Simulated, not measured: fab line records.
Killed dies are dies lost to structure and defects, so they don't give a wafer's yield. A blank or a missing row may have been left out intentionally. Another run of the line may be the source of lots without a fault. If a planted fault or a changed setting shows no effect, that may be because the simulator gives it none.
Which tool did it? || flow ritCmos || 39 wafers from 13 lots sampled at 6 of the route's 202 steps

WHAT THE GAUGES READ, wafer by wafer
RIT_ACTIVE_THK_MEAS_04. Usual: ACTIVE_NITRIDE_THK gives 150.0 nm (standard deviation 1.8).
{"lot": "L676", "measured": "day 1 14:14", "on": "filmMetro-04", "ACTIVE_NITRIDE_THK (nm)": "146.2 147.1 146.6", "flag": ""}
{"lot": "L678", "measured": "day 1 23:32", "on": "filmMetro-04", "ACTIVE_NITRIDE_THK (nm)": "148.9 148.8 150.1", "flag": ""}
{"lot": "L680", "measured": "day 2 09:32", "on": "filmMetro-01", "ACTIVE_NITRIDE_THK (nm)": "205.0 204.3 204.8", "flag": "OFF"}
{"lot": "L681", "measured": "day 2 15:14", "on": "filmMetro-04", "ACTIVE_NITRIDE_THK (nm)": "152.3 152.5 153.0", "flag": ""}
{"lot": "L687", "measured": "day 3 21:15", "on": "filmMetro-04", "ACTIVE_NITRIDE_THK (nm)": "148.0 148.7 149.0", "flag": ""}
{"lot": "L689", "measured": "day 4 07:14", "on": "filmMetro-04", "ACTIVE_NITRIDE_THK (nm)": "149.8 148.0 148.9", "flag": ""}
{"lot": "L693", "measured": "day 5 03:15", "on": "filmMetro-01", "ACTIVE_NITRIDE_THK (nm)": "148.2 149.9 148.0", "flag": ""}
{"lot": "L694", "measured": "day 5 11:04", "on": "filmMetro-03", "ACTIVE_NITRIDE_THK (nm)": "147.2 148.3 147.9", "flag": ""}
{"lot": "L695", "measured": "day 5 14:02", "on": "filmMetro-01", "ACTIVE_NITRIDE_THK (nm)": "150.2 149.8 150.6", "flag": ""}
{"lot": "L696", "measured": "day 5 17:32", "on": "filmMetro-04", "ACTIVE_NITRIDE_THK (nm)": "150.2 149.9 151.1", "flag": ""}
{"lot": "L697", "measured": "day 6 00:49", "on": "filmMetro-01", "ACTIVE_NITRIDE_THK (nm)": "150.5 149.3 149.8", "flag": ""}
{"lot": "L698", "measured": "day 6 05:24", "on": "filmMetro-03", "ACTIVE_NITRIDE_THK (nm)": "148.9 147.8 148.2", "flag": ""}
{"lot": "L699", "measured": "day 6 08:52", "on": "filmMetro-03", "ACTIVE_NITRIDE_THK (nm)": "150.3 152.1 150.6", "flag": ""}

RIT_FOX2_THK_MEAS_90. Usual: FIELD_OXIDE_LEFT_1_THK gives 318 nm (standard deviation 6.9).
{"lot": "L676", "measured": "day 1 20:01", "on": "filmMetro-04", "FIELD_OXIDE_LEFT_1_THK (nm)": "313 317 318", "flag": ""}
{"lot": "L678", "measured": "day 2 05:19", "on": "filmMetro-02", "FIELD_OXIDE_LEFT_1_THK (nm)": "317 319 314", "flag": ""}
{"lot": "L680", "measured": "day 2 16:28", "on": "filmMetro-02", "FIELD_OXIDE_LEFT_1_THK (nm)": "308 308 311", "flag": ""}
{"lot": "L681", "measured": "day 2 20:56", "on": "filmMetro-04", "FIELD_OXIDE_LEFT_1_THK (nm)": "314 316 309", "flag": ""}
{"lot": "L687", "measured": "day 4 03:10", "on": "filmMetro-03", "FIELD_OXIDE_LEFT_1_THK (nm)": "313 322 307", "flag": ""}
{"lot": "L689", "measured": "day 4 22:27", "on": "filmMetro-02", "FIELD_OXIDE_LEFT_1_THK (nm)": "323 322 327", "flag": ""}
{"lot": "L693", "measured": "day 5 11:05", "on": "filmMetro-04", "FIELD_OXIDE_LEFT_1_THK (nm)": "327 324 321", "flag": ""}
{"lot": "L694", "measured": "day 5 16:51", "on": "filmMetro-03", "FIELD_OXIDE_LEFT_1_THK (nm)": "306 305 308", "flag": ""}
{"lot": "L695", "measured": "day 5 19:48", "on": "filmMetro-04", "FIELD_OXIDE_LEFT_1_THK (nm)": "326 326 322", "flag": ""}
{"lot": "L696", "measured": "day 6 01:04", "on": "filmMetro-03", "FIELD_OXIDE_LEFT_1_THK (nm)": "322 322 322", "flag": ""}
{"lot": "L697", "measured": "day 6 06:58", "on": "filmMetro-03", "FIELD_OXIDE_LEFT_1_THK (nm)": "327 326 321", "flag": ""}
{"lot": "L698", "measured": "day 6 11:03", "on": "filmMetro-04", "FIELD_OXIDE_LEFT_1_THK (nm)": "306 313 308", "flag": ""}
{"lot": "L699", "measured": "day 6 14:39", "on": "filmMetro-02", "FIELD_OXIDE_LEFT_1_THK (nm)": "321 319 324", "flag": ""}

RIT_NRETRO_TW_MEAS_10. Usual: NRETRO_TW gives 1059 (standard deviation 7.5).
{"lot": "L676", "measured": "day 2 06:29", "on": "filmMetro-01", "NRETRO_TW": "1058 1058 1054", "flag": ""}
{"lot": "L678", "measured": "day 2 15:34", "on": "filmMetro-01", "NRETRO_TW": "1060 1062 1057", "flag": ""}
{"lot": "L680", "measured": "day 3 02:37", "on": "filmMetro-04", "NRETRO_TW": "1069 1070 1064", "flag": ""}
{"lot": "L681", "measured": "day 3 07:02", "on": "filmMetro-03", "NRETRO_TW": "1051 1055 1053", "flag": ""}
{"lot": "L687", "measured": "day 4 13:29", "on": "filmMetro-04", "NRETRO_TW": "1063 1069 1066", "flag": ""}
{"lot": "L689", "measured": "day 5 08:40", "on": "filmMetro-04", "NRETRO_TW": "1071 1064 1063", "flag": ""}
{"lot": "L693", "measured": "day 5 21:13", "on": "filmMetro-03", "NRETRO_TW": "1050 1054 1049", "flag": ""}
{"lot": "L694", "measured": "day 6 04:04", "on": "filmMetro-03", "NRETRO_TW": "1050 1044 1051", "flag": ""}
{"lot": "L695", "measured": "day 6 07:20", "on": "filmMetro-04", "NRETRO_TW": "1062 1065 1068", "flag": ""}
{"lot": "L696", "measured": "day 6 12:01", "on": "filmMetro-03", "NRETRO_TW": "1048 1056 1054", "flag": ""}
{"lot": "L697", "measured": "day 6 17:06", "on": "filmMetro-03", "NRETRO_TW": "1048 1047 1044", "flag": ""}
{"lot": "L698", "measured": "day 6 21:23", "on": "filmMetro-01", "NRETRO_TW": "1066 1054 1062", "flag": ""}
{"lot": "L699", "measured": "day 7 01:03", "on": "filmMetro-04", "NRETRO_TW": "1062 1064 1063", "flag": ""}

TOOL THAT RAN EACH LOT (tool first, then ch and the chambers of the sampled wafers, then the start)
{"lot": "L676", "RIT_ACTIVE_CVD_03": "lpcvd-02 ch 0, day 1 12:07", "RIT_ACTIVE_ETCH_13": "rieDiel-02 ch 0,2,3, day 1 15:25", "RIT_PWELL_STRIP_09": "plasmaAsher-01 ch 0,1, day 1 23:10"}
{"lot": "L678", "RIT_ACTIVE_CVD_03": "lpcvd-01 ch 1, day 1 22:07", "RIT_ACTIVE_ETCH_13": "rieDiel-04 ch 1,3, day 2 00:50", "RIT_PWELL_STRIP_09": "plasmaAsher-01 ch 1, day 2 08:14"}
{"lot": "L680", "RIT_ACTIVE_CVD_03": "lpcvd-01 ch 1, day 2 08:07", "RIT_ACTIVE_ETCH_13": "rieDiel-03 ch 0,2,3, day 2 10:50", "RIT_PWELL_STRIP_09": "plasmaAsher-03 ch 0,1, day 2 19:31"}
{"lot": "L681", "RIT_ACTIVE_CVD_03": "lpcvd-02 ch 1, day 2 13:07", "RIT_ACTIVE_ETCH_13": "rieDiel-03 ch 1,2, day 2 16:25", "RIT_PWELL_STRIP_09": "plasmaAsher-01 ch 1, day 2 23:52"}
{"lot": "L687", "RIT_ACTIVE_CVD_03": "lpcvd-02 ch 1, day 3 19:07", "RIT_ACTIVE_ETCH_13": "rieDiel-02 ch 0,2,3, day 3 22:32", "RIT_PWELL_STRIP_09": "plasmaAsher-03 ch 1, day 4 06:12"}
{"lot": "L689", "RIT_ACTIVE_CVD_03": "lpcvd-02 ch 1, day 4 05:07", "RIT_ACTIVE_ETCH_13": "rieDiel-04 ch 0,1,2, day 4 08:25", "RIT_PWELL_STRIP_09": "plasmaAsher-04 ch 0,1, day 5 01:37"}
{"lot": "L693", "RIT_ACTIVE_CVD_03": "lpcvd-02 ch 0, day 5 01:07", "RIT_ACTIVE_ETCH_13": "rieDiel-03 ch 2,3, day 5 04:32", "RIT_PWELL_STRIP_09": "plasmaAsher-01 ch 0,1, day 5 13:59"}
{"lot": "L694", "RIT_ACTIVE_CVD_03": "lpcvd-02 ch 0, day 5 08:56", "RIT_ACTIVE_ETCH_13": "rieDiel-02 ch 0,2,3, day 5 12:22", "RIT_PWELL_STRIP_09": "plasmaAsher-03 ch 0,1, day 5 20:03"}
{"lot": "L695", "RIT_ACTIVE_CVD_03": "lpcvd-01 ch 1, day 5 12:35", "RIT_ACTIVE_ETCH_13": "rieDiel-02 ch 1,2, day 5 15:17", "RIT_PWELL_STRIP_09": "plasmaAsher-01 ch 0,1, day 5 23:00"}
{"lot": "L696", "RIT_ACTIVE_CVD_03": "lpcvd-01 ch 0, day 5 16:07", "RIT_ACTIVE_ETCH_13": "rieDiel-03 ch 1,2,3, day 5 18:43", "RIT_PWELL_STRIP_09": "plasmaAsher-03 ch 0,1, day 6 04:06"}
{"lot": "L697", "RIT_ACTIVE_CVD_03": "lpcvd-02 ch 1, day 5 22:40", "RIT_ACTIVE_ETCH_13": "rieDiel-03 ch 2,3, day 6 01:59", "RIT_PWELL_STRIP_09": "plasmaAsher-01 ch 0,1, day 6 10:04"}
{"lot": "L698", "RIT_ACTIVE_CVD_03": "lpcvd-02 ch 1, day 6 03:14", "RIT_ACTIVE_ETCH_13": "rieDiel-02 ch 2,3, day 6 06:33", "RIT_PWELL_STRIP_09": "plasmaAsher-01 ch 0,1, day 6 14:08"}
{"lot": "L699", "RIT_ACTIVE_CVD_03": "lpcvd-01 ch 0, day 6 07:26", "RIT_ACTIVE_ETCH_13": "rieDiel-03 ch 0,1,3, day 6 10:10", "RIT_PWELL_STRIP_09": "plasmaAsher-01 ch 0,1, day 6 17:55"}
- RIT_ACTIVE_CVD_03: deposits Si3N4 from SiH2Cl2/NH3, target thk 150 nm, time 1500 s.
- RIT_ACTIVE_ETCH_13: etches Si3N4 in SF6, stops on SiO2, time 210 s, target depth 210 nm.
- RIT_PWELL_STRIP_09: strips in O2, time 180 s.

WHAT THE TOOLS THEMSELVES READ (means of the sampled wafers that have a number; where no wafer has one, the mark that the record gives instead)
RIT_ACTIVE_CVD_03. Usual: spikeTcSourceC 835 C, standard deviation 3.7; zonePowerLoadPct 20.4 %, standard deviation 1.
{"lot": "L676", "tool": "lpcvd-02", "spikeTcSourceC (C)": 834, "zonePowerLoadPct (%)": 18.9, "flag": ""}
{"lot": "L678", "tool": "lpcvd-01", "spikeTcSourceC (C)": 830, "zonePowerLoadPct (%)": 21.9, "flag": ""}
{"lot": "L680", "tool": "lpcvd-01", "spikeTcSourceC (C)": 829, "zonePowerLoadPct (%)": 21.8, "flag": ""}
{"lot": "L681", "tool": "lpcvd-02", "spikeTcSourceC (C)": 833, "zonePowerLoadPct (%)": 20.1, "flag": ""}
{"lot": "L687", "tool": "lpcvd-02", "spikeTcSourceC (C)": 833, "zonePowerLoadPct (%)": 20.0, "flag": ""}
{"lot": "L689", "tool": "lpcvd-02", "spikeTcSourceC (C)": 834, "zonePowerLoadPct (%)": 20.2, "flag": ""}
{"lot": "L693", "tool": "lpcvd-02", "spikeTcSourceC (C)": 835, "zonePowerLoadPct (%)": 18.9, "flag": ""}
{"lot": "L694", "tool": "lpcvd-02", "spikeTcSourceC (C)": 835, "zonePowerLoadPct (%)": 19.0, "flag": ""}
{"lot": "L695", "tool": "lpcvd-01", "spikeTcSourceC (C)": 830, "zonePowerLoadPct (%)": 21.7, "flag": ""}
{"lot": "L696", "tool": "lpcvd-01", "spikeTcSourceC (C)": 838, "zonePowerLoadPct (%)": 20.5, "flag": ""}
{"lot": "L697", "tool": "lpcvd-02", "spikeTcSourceC (C)": 833, "zonePowerLoadPct (%)": 20.1, "flag": ""}
{"lot": "L698", "tool": "lpcvd-02", "spikeTcSourceC (C)": 834, "zonePowerLoadPct (%)": 20.3, "flag": ""}
{"lot": "L699", "tool": "lpcvd-01", "spikeTcSourceC (C)": 839, "zonePowerLoadPct (%)": 20.5, "flag": ""}

RIT_ACTIVE_ETCH_13. Usual: chamberPressureMTorr 260.00 mTorr, standard deviation 0.24; drypumpMotorCurrentA 5.8 A, standard deviation 0.47; oesProductAu 0.824 a.u., standard deviation 0.0099; throttleValvePct 7.47 %, standard deviation 0.14.
{"lot": "L676", "tool": "rieDiel-02", "chamberPressureMTorr (mTorr)": 260.00, "drypumpMotorCurrentA (A)": 5.9, "oesProductAu (a.u.)": 0.820, "throttleValvePct (%)": 7.32, "flag": ""}
{"lot": "L678", "tool": "rieDiel-04", "chamberPressureMTorr (mTorr)": 260.15, "drypumpMotorCurrentA (A)": 6.3, "oesProductAu (a.u.)": 0.824, "throttleValvePct (%)": 7.45, "flag": ""}
{"lot": "L680", "tool": "rieDiel-03", "chamberPressureMTorr (mTorr)": 259.91, "drypumpMotorCurrentA (A)": 5.4, "oesProductAu (a.u.)": 0.977, "throttleValvePct (%)": 7.61, "flag": "OFF"}
{"lot": "L681", "tool": "rieDiel-03", "chamberPressureMTorr (mTorr)": 259.93, "drypumpMotorCurrentA (A)": 5.5, "oesProductAu (a.u.)": 0.830, "throttleValvePct (%)": 7.65, "flag": ""}
{"lot": "L687", "tool": "rieDiel-02", "chamberPressureMTorr (mTorr)": 260.12, "drypumpMotorCurrentA (A)": 5.9, "oesProductAu (a.u.)": 0.822, "throttleValvePct (%)": 7.33, "flag": ""}
{"lot": "L689", "tool": "rieDiel-04", "chamberPressureMTorr (mTorr)": 260.22, "drypumpMotorCurrentA (A)": 5.6, "oesProductAu (a.u.)": 0.816, "throttleValvePct (%)": 7.43, "flag": ""}
{"lot": "L693", "tool": "rieDiel-03", "chamberPressureMTorr (mTorr)": 260.06, "drypumpMotorCurrentA (A)": 5.1, "oesProductAu (a.u.)": 0.817, "throttleValvePct (%)": 7.66, "flag": ""}
{"lot": "L694", "tool": "rieDiel-02", "chamberPressureMTorr (mTorr)": 259.88, "drypumpMotorCurrentA (A)": 5.9, "oesProductAu (a.u.)": 0.821, "throttleValvePct (%)": 7.32, "flag": ""}
{"lot": "L695", "tool": "rieDiel-02", "chamberPressureMTorr (mTorr)": 260.13, "drypumpMotorCurrentA (A)": 6.3, "oesProductAu (a.u.)": 0.834, "throttleValvePct (%)": 7.40, "flag": ""}
{"lot": "L696", "tool": "rieDiel-03", "chamberPressureMTorr (mTorr)": 260.00, "drypumpMotorCurrentA (A)": 5.6, "oesProductAu (a.u.)": 0.826, "throttleValvePct (%)": 7.58, "flag": ""}
{"lot": "L697", "tool": "rieDiel-03", "chamberPressureMTorr (mTorr)": 260.02, "drypumpMotorCurrentA (A)": 5.2, "oesProductAu (a.u.)": 0.817, "throttleValvePct (%)": 7.64, "flag": ""}
{"lot": "L698", "tool": "rieDiel-02", "chamberPressureMTorr (mTorr)": 259.90, "drypumpMotorCurrentA (A)": 6.2, "oesProductAu (a.u.)": 0.830, "throttleValvePct (%)": 7.30, "flag": ""}
{"lot": "L699", "tool": "rieDiel-03", "chamberPressureMTorr (mTorr)": 260.10, "drypumpMotorCurrentA (A)": 5.8, "oesProductAu (a.u.)": 0.823, "throttleValvePct (%)": 7.53, "flag": ""}

RIT_PWELL_STRIP_09. Usual: chamberPressureMTorr 4000 mTorr, standard deviation 3.7; drypumpMotorCurrentA 5.8 A, standard deviation 0.31.
{"lot": "L676", "tool": "plasmaAsher-01", "chamberPressureMTorr (mTorr)": 4001, "drypumpMotorCurrentA (A)": 5.7, "flag": ""}
{"lot": "L678", "tool": "plasmaAsher-01", "chamberPressureMTorr (mTorr)": 3998, "drypumpMotorCurrentA (A)": 5.9, "flag": ""}
{"lot": "L680", "tool": "plasmaAsher-03", "chamberPressureMTorr (mTorr)": 3997, "drypumpMotorCurrentA (A)": 5.5, "flag": ""}
{"lot": "L681", "tool": "plasmaAsher-01", "chamberPressureMTorr (mTorr)": 3998, "drypumpMotorCurrentA (A)": 5.9, "flag": ""}
{"lot": "L687", "tool": "plasmaAsher-03", "chamberPressureMTorr (mTorr)": 4003, "drypumpMotorCurrentA (A)": 6.1, "flag": ""}
{"lot": "L689", "tool": "plasmaAsher-04", "chamberPressureMTorr (mTorr)": 4004, "drypumpMotorCurrentA (A)": 6.0, "flag": ""}
{"lot": "L693", "tool": "plasmaAsher-01", "chamberPressureMTorr (mTorr)": 4002, "drypumpMotorCurrentA (A)": 5.7, "flag": ""}
{"lot": "L694", "tool": "plasmaAsher-03", "chamberPressureMTorr (mTorr)": 4000, "drypumpMotorCurrentA (A)": 5.8, "flag": ""}
{"lot": "L695", "tool": "plasmaAsher-01", "chamberPressureMTorr (mTorr)": 4001, "drypumpMotorCurrentA (A)": 5.7, "flag": ""}
{"lot": "L696", "tool": "plasmaAsher-03", "chamberPressureMTorr (mTorr)": 4001, "drypumpMotorCurrentA (A)": 5.5, "flag": ""}
{"lot": "L697", "tool": "plasmaAsher-01", "chamberPressureMTorr (mTorr)": 3997, "drypumpMotorCurrentA (A)": 5.8, "flag": ""}
{"lot": "L698", "tool": "plasmaAsher-01", "chamberPressureMTorr (mTorr)": 4003, "drypumpMotorCurrentA (A)": 5.7, "flag": ""}
{"lot": "L699", "tool": "plasmaAsher-01", "chamberPressureMTorr (mTorr)": 3999, "drypumpMotorCurrentA (A)": 5.7, "flag": ""}

THE ANSWER, worked out from the rows above alone
Rule: take the mean of a lot's wafers that have a number; if it is more than 3 standard deviations from the usual mean, the lot is off. Also off: a lot with no number at a reading for which 4 or more lots have one. All remaining lots with rows at the step are treated as sound. Order of review: gauges by route order, followed by the tools' own readings, for which a lot's mean as printed above is used. The first step at which some lot is off is used, and at that step the reading that is off furthest; a lot without a number counts as furthest.
Off: at RIT_ACTIVE_THK_MEAS_04 (ACTIVE_NITRIDE_THK), L680.
If a tool, at a process step before that reading, ran all the lots that are off and no sound lot after the first of them, it fits. Not tried: the gauges at RIT_ACTIVE_THK_MEAS_04; whatever is off there is also off at RIT_ACTIVE_ETCH_13, on other tools, and gauge error can't account for it. Not one of the candidates tried fits.

WHAT THE SIMULATOR HAD INSERTED
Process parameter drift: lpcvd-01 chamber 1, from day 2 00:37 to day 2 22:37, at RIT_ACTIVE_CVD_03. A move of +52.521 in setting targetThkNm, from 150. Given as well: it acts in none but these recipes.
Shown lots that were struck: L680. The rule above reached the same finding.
